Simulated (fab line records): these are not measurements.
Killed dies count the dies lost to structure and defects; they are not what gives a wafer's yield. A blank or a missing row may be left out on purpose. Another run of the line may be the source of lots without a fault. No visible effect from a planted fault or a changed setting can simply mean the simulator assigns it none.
The tool behind it: which one?    flow berkeley cmos170    21 wafers sampled from 7 lots at 1 step of a route of 331

WHAT THE GAUGES READ, wafer by wafer
UCB170_ACTIVE_CD_MEAS_90 targets a cd of 1200 nm.
lot   measured     on         cd nm (nm)
L813  day 5 10:56  cd sem-01  1200.3 1200.2 1198.8
L818  day 6 09:54  cd sem-01  1198.1 1196.7 1198.4
L820  day 6 19:20  cd sem-01  1199.4 1199.2 1198.0
L823  day 7 09:08  cd sem-01  1199.8 1201.0 1201.2
L825  day 7 17:10  cd sem-02  1200.2 1199.7 1200.5
L832  day 9 10:26  cd sem-02  1199.8 1201.2 1200.4
L834  day 9 17:52  cd sem-01  1197.8 1198.0 1198.3

WHICH TOOL RAN EACH LOT (tool, then ch and the chambers of the sampled wafers, then the start)
No process step before these readings appears in the record.

THE ANSWER, worked out from the rows above alone
Rule: usual is defined by the lots themselves. Put in order of their means at a reading, lots are off if they are a third of the lots or fewer, leave a main group of 4 or more, and stand apart from it by a gap of 3 or more times the standard deviation of the main group's means; of several such gaps the widest counts. A main group is skipped when, at the precision printed for the reading in the tables above, its means are all equal. Also off: a lot with no number at a reading for which 4 or more lots have one. Where the step has rows for the other lots, those lots are counted as sound.
Nothing can be told from this: no lot is off at any reading shown.

WHAT THE SIMULATOR HAD PUT IN
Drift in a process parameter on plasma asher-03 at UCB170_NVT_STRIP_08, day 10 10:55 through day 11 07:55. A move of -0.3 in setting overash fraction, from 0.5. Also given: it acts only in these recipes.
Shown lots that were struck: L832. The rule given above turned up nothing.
